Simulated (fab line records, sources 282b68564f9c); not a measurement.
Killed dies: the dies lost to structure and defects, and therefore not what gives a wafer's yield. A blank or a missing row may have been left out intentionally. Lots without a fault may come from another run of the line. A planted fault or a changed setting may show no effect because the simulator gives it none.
fab line records ; flow rit_cmos
record: lots: 15; wafers: 45; last_day: 7
route steps=202 shown GATE@95 M1@202
lots that met no fault: from a run of the same line without faults
start_h: hours from the record's opening day to when the first of the lot's shown wafers began ; wait_h: hours from the lot's prior step to this one ; " unchanged from the row above ; L1.1+2: a single row standing in for several wafers ; - either no value or no given start ; * or withheld: withheld ; < > ~ a bound
route shown NAME@n: names a module that has steps shown in the file, with the first one's number in the route ; usual: mean/standard deviation of fault-free wafers ; same: alike in all rows ; chamber/n: place in a boat ; sites: readings site by site ; _std_site: their standard deviation ; _edge_site: inner sites' mean taken away from outer sites' mean ; radius_mm: how far each site lies from the wafer's centre ; mask NAME#n: copy n ; behind: tool/chamber where the wafer was last shaped ; hold: what put the lot on hold/how long, in hours/how the hold closed ; device: whichever transistor did not switch (one of n, p or np) ; end of line: tests of these same wafers at the route's end ; a step without rows: its recipe alone ; killed: at the first sort, the dies lost to defects and structure; wafer yield is something else ; map: a wafer's dies, marking killed ones x, the rest . and places with no die _
set.NAME: setting as actually run; set.NAME@STEP: the setting as run at that earlier step ; model.NAME: the simulator's own value behind a step, which no gauge read
one table for each step of the route and one row for each wafer, over a sample of lots
services: the hour from which a tool's chamber was out of use, counted from the record's first day as start_h (under 0 if before that day), plus the number of hours and why
== steps ==
step: RIT_GATE_ETCH_19
recipe: chemistry: SF6/CHF3/O2; time_s: 165; SF6_flow_sccm: 30; CHF3_flow_sccm: 30; O2_flow_sccm: 5; target: poly-Si; pressure_mtorr: 40; rf_w: 160; target_depth_a: 3125; over_etch_frac: 0.25; stop_on: SiO2
usual: CHF3_flow_sccm: 30.02/0.084; O2_flow_sccm: 4.999/0.013; drypump_motor_current_A: 5.7/0.5; oes_product_au: 0.848/0.0095; throttle_valve_pct: 10.29/0.14
lot.wafer;tool;chamber;start_h;wait_h;CHF3_flow_sccm;O2_flow_sccm;drypump_motor_current_A;oes_product_au;rf_hours_counter_h;throttle_valve_pct
L633.3;rie_si-02;0;38.56;0.1;30.11;4.996;6.0;0.835;3;10.38
L633.5;rie_si-02;0;38.56;0.1;29.97;4.976;6.1;0.843;-;10.38
L633.6;rie_si-02;1;38.56;0.1;29.98;5.000;5.2;0.839;-;10.30
L634.1;rie_si-01;2;47.30;0.1;29.89;5.011;5.8;0.855;143;10.55
L634.2;rie_si-01;1;47.30;0.1;29.96;5.010;5.8;0.858;84;10.29
L634.6;rie_si-01;0;47.30;0.1;29.97;5.016;6.0;0.840;-;10.41
L637.2;rie_si-02;1;59.69;0.1;29.99;4.994;5.2;0.845;113;10.28
L637.4;rie_si-02;3;59.69;0.1;30.08;4.981;5.3;0.852;39;10.19
L637.6;rie_si-02;3;59.69;0.1;30.07;4.984;5.3;0.837;-;10.20
L640.1;rie_si-01;1;72.92;0.1;29.92;5.017;5.8;0.858;85;10.30
L640.3;rie_si-01;3;72.92;0.1;30.08;5.004;4.9;0.836;85;10.23
L640.4;rie_si-01;2;72.92;0.1;30.18;4.982;5.8;0.855;143;10.55
L642.3;rie_si-01;3;83.41;0.1;-;-;-;-;-;-
L642.5;rie_si-01;2;83.41;0.1;-;-;-;-;-;-
L642.6;rie_si-01;3;83.41;0.1;-;-;-;-;-;-
L643.1;rie_si-02;1;91.01;0.1;-;-;-;-;-;-
L643.3;rie_si-02;2;91.01;0.1;-;-;-;-;-;-
L643.5;rie_si-02;3;91.01;0.1;-;-;-;-;-;-
L644.2;rie_si-01;1;96.00;0.1;-;-;-;-;-;-
L644.4;rie_si-01;3;96.00;0.1;-;-;-;-;-;-
L644.5;rie_si-01;1;96.00;0.1;-;-;-;-;-;-
L645.2;rie_si-02;3;104.24;0.1;29.92;5.009;5.3;0.840;39;10.20
L645.3;rie_si-02;2;104.24;0.1;30.05;4.981;6.5;0.856;9;10.04
L645.5;rie_si-02;2;104.24;0.1;30.05;4.994;6.5;0.856;-;10.05
L648.1;rie_si-01;0;119.02;0.1;30.08;4.986;6.1;0.847;0;10.42
L648.5;rie_si-01;1;119.02;0.1;30.03;5.010;5.8;0.860;-;10.28
L648.6;rie_si-01;2;119.02;0.1;29.98;4.982;5.8;0.865;-;10.54
L651.1;rie_si-02;0;131.33;0.1;30.20;4.984;6.0;0.838;4;10.39
L651.4;rie_si-02;2;131.33;0.1;29.96;4.989;6.5;0.856;10;10.05
L651.5;rie_si-02;0;131.33;0.1;30.07;5.020;6.1;0.838;-;10.39
L652.4;rie_si-01;2;132.72;0.1;29.91;5.009;5.8;0.860;143;10.54
L652.5;rie_si-01;1;132.72;0.1;29.91;4.992;5.8;0.866;-;10.30
L652.6;rie_si-01;2;132.72;0.1;29.95;4.977;5.8;0.851;-;10.55
L653.2;rie_si-02;0;142.32;0.1;30.10;5.005;6.1;0.849;4;10.39
L653.4;rie_si-02;3;142.32;0.1;30.00;5.003;5.3;0.848;40;10.20
L653.6;rie_si-02;2;142.32;0.1;29.89;4.988;6.5;0.849;-;10.04
L654.1;rie_si-01;1;147.61;0.1;29.97;4.998;5.8;0.858;85;10.28
L654.5;rie_si-01;1;147.61;0.1;30.16;4.979;5.8;0.858;-;10.29
L654.6;rie_si-01;3;147.61;0.1;30.11;5.002;4.9;0.836;-;10.24
L655.2;rie_si-02;3;152.29;0.1;30.04;5.011;5.3;0.847;40;10.20
L655.4;rie_si-02;1;152.29;0.1;30.06;5.028;5.1;0.849;113;10.28
L655.6;rie_si-02;2;152.29;0.1;30.05;5.011;6.5;0.854;-;10.04
L656.2;rie_si-01;0;156.42;0.1;30.07;5.005;6.0;0.861;0;10.41
L656.4;rie_si-01;1;156.42;0.1;29.87;4.998;5.8;0.869;-;10.29
L656.5;rie_si-01;3;156.42;0.1;29.94;4.993;4.9;0.854;-;10.23
step: RIT_GATE_CD_MEAS_90
recipe: target_cd_nm: 150
usual: cd_nm: 149/3.1
lot.wafer;tool;chamber;start_h;wait_h;cd_nm
L633.3;cd_sem-02;-;38.89;0.1;150
L633.5;cd_sem-02;-;38.89;0.1;148
L633.6;cd_sem-02;-;38.89;0.1;147
L634.1;cd_sem-01;-;47.58;0.1;154
L634.2;cd_sem-01;-;47.58;0.1;150
L634.6;cd_sem-01;-;47.58;0.1;152
L637.2;cd_sem-02;-;59.99;0.1;149
L637.4;cd_sem-02;-;59.99;0.1;150
L637.6;cd_sem-02;-;59.99;0.1;149
L640.1;cd_sem-02;-;73.21;0.1;153
L640.3;cd_sem-02;-;73.21;0.1;155
L640.4;cd_sem-02;-;73.21;0.1;154
L642.3;cd_sem-02;-;83.74;0.1;-
L642.5;cd_sem-02;-;83.74;0.1;-
L642.6;cd_sem-02;-;83.74;0.1;-
L643.1;cd_sem-01;-;91.29;0.1;-
L643.3;cd_sem-01;-;91.29;0.1;-
L643.5;cd_sem-01;-;91.29;0.1;-
L644.2;cd_sem-02;-;96.31;0.1;-
L644.4;cd_sem-02;-;96.31;0.1;-
L644.5;cd_sem-02;-;96.31;0.1;-
L645.2;cd_sem-01;-;104.54;0.1;146
L645.3;cd_sem-01;-;104.54;0.1;150
L645.5;cd_sem-01;-;104.54;0.1;147
L648.1;cd_sem-02;-;119.30;0.1;152
L648.5;cd_sem-02;-;119.30;0.1;153
L648.6;cd_sem-02;-;119.30;0.1;152
L651.1;cd_sem-01;-;131.61;0.1;145
L651.4;cd_sem-01;-;131.61;0.1;147
L651.5;cd_sem-01;-;131.61;0.1;149
L652.4;cd_sem-02;-;133.07;0.1;150
L652.5;cd_sem-02;-;133.07;0.1;152
L652.6;cd_sem-02;-;133.07;0.1;151
L653.2;cd_sem-01;-;142.62;0.1;150
L653.4;cd_sem-01;-;142.62;0.1;148
L653.6;cd_sem-01;-;142.62;0.1;149
L654.1;cd_sem-01;-;147.89;0.1;152
L654.5;cd_sem-01;-;147.89;0.1;150
L654.6;cd_sem-01;-;147.89;0.1;150
L655.2;cd_sem-02;-;152.60;0.1;148
L655.4;cd_sem-02;-;152.60;0.1;148
L655.6;cd_sem-02;-;152.60;0.1;146
L656.2;cd_sem-02;-;156.72;0.1;151
L656.4;cd_sem-02;-;156.72;0.1;150
L656.5;cd_sem-02;-;156.72;0.1;149
step: RIT_M1_PROBE_99
usual: killed_at_contacts: 0.0/0.22; killed_at_front_end: 7/3.3; killed_dies: 7/3.3; killed_on_rim: 1.9/1.4; killed_open: 3.3/1.9; killed_short: 3.6/2.1
same: gross_dies: 264; killed_at_M0_to_M3: 0; killed_at_M4_up: 0; killed_at_back_side: 0; killed_at_other: 0
lot.wafer;tool;chamber;start_h;wait_h;killed_at_contacts;killed_at_front_end;killed_dies;killed_on_rim;killed_open;killed_short
L642.3;prober-02;-;104.51;0.2;0;264;264;70;6;7
L642.5;prober-02;-;104.61;0.2;0;264;264;70;6;0
L642.6;prober-02;-;104.66;0.2;0;264;264;70;1;1
L643.1;prober-01;-;111.88;0.1;0;264;264;70;1;0
L643.3;prober-01;-;111.98;0.2;0;264;264;70;3;1
L643.5;prober-01;-;112.08;0.2;0;264;264;70;2;1
L644.2;prober-02;-;119.90;0.1;0;264;264;70;5;7
L644.4;prober-02;-;120.00;0.2;0;264;264;70;5;6
L644.5;prober-02;-;120.05;0.2;0;264;264;70;3;2
killed by level:class
L642.3 GATE:area_etch=251 FOX1:geometric_particle:short=2 FOX2:geometric_particle:open=2 ACTIVE:geometric_particle:short=1 FOX1:geometric_particle:open=1 FOX2:geometric_particle:short=1 GATE:geometric_particle:short=1 REOX:geometric_particle:short=1
L642.5 GATE:area_etch=258 GATE:geometric_particle:open=3 FOX2:geometric_particle:open=1 REOX:geometric_particle:open=1 SPACER:geometric_particle:open=1
L642.6 GATE:area_etch=262 FOX1:geometric_particle:open=1 GATE:geometric_particle:short=1
L643.1 GATE:area_etch=263 REOX:geometric_particle:open=1
L643.3 GATE:area_etch=260 SILICIDE:geometric_particle:open=2 FOX1:geometric_particle:open=1 SILICIDE:geometric_particle:short=1
L643.5 GATE:area_etch=261 FOX2:geometric_particle:open=1 REOX:geometric_particle:open=1 SILICIDE:geometric_particle:short=1
L644.2 GATE:area_etch=252 FOX2:geometric_particle:short=3 GATE:geometric_particle:open=2 SPACER:geometric_particle:short=2 FOX2:geometric_particle:open=1 GATE:geometric_particle:short=1 REOX:geometric_particle:open=1 REOX:geometric_particle:short=1
L644.4 GATE:area_etch=253 FOX1:geometric_particle:open=2 FOX2:geometric_particle:open=2 SILICIDE:geometric_particle:short=2 FOX1:geometric_particle:short=1 FOX2:geometric_particle:short=1 GATE:geometric_particle:open=1 REOX:geometric_particle:short=1
L644.5 GATE:area_etch=259 SPACER:geometric_particle:open=2 GATE:geometric_particle:short=1 SILICIDE:geometric_particle:short=1 SILICIDE:geometric_particle:open=1
== services ==
tool;chamber;start_h;hours;kind
rie_si-01;3;22.47;6.1;repair
rie_si-02;2;60.10;15.2;repair
rie_si-02;1;73.69;13.0;repair
rie_si-01;0;74.24;-;clean
rie_si-01;0;74.24;21.4;scheduled_down
rie_si-01;0;74.24;21.4;vent_cycle
rie_si-01;2;143.03;-;clean
rie_si-01;2;143.03;20.9;scheduled_down
rie_si-01;2;143.03;20.9;vent_cycle
== key ==
first_sign: step: RIT_GATE_ETCH_19; reading: tool_record; direction: missing
effect: step: RIT_GATE_CD_MEAS_90; reading: cd_nm; direction: missing
effect: step: RIT_M1_PROBE_99; reading: killed_at_front_end; direction: up; sigmas: 79; usual: 7; struck: 264
more_kills_born_at: RIT_GATE_ETCH_19@rie_si-01: 1535; RIT_GATE_ETCH_19@rie_si-02: 784
met_at RIT_GATE_ETCH_19
struck_lots L642,L643,L644
later_rows_left_out L642.3,L642.5,L642.6,L643.1,L643.3,L643.5,L644.2,L644.4,L644.5
tester_left_out L642,L643,L644
onset_between 72.92 83.41
fault: kind: skipped_step_whole; tool: rie_si-01,rie_si-02; chamber: -; onset_h: 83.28; steps: RIT_GATE_ETCH_19; scope: struck_lots_only
tester_left_out: of these lots the tester's yield and bins aren't shown, on N5 and GAA mostly nor the transistor test; their killed dies are dies lost to structure and defects alone, not to doping, threshold or leakage, so they don't give the yield
later_rows_left_out: the simulator's readings of these wafers behind a module that went badly wrong aren't trusted and aren't shown, but for the sort
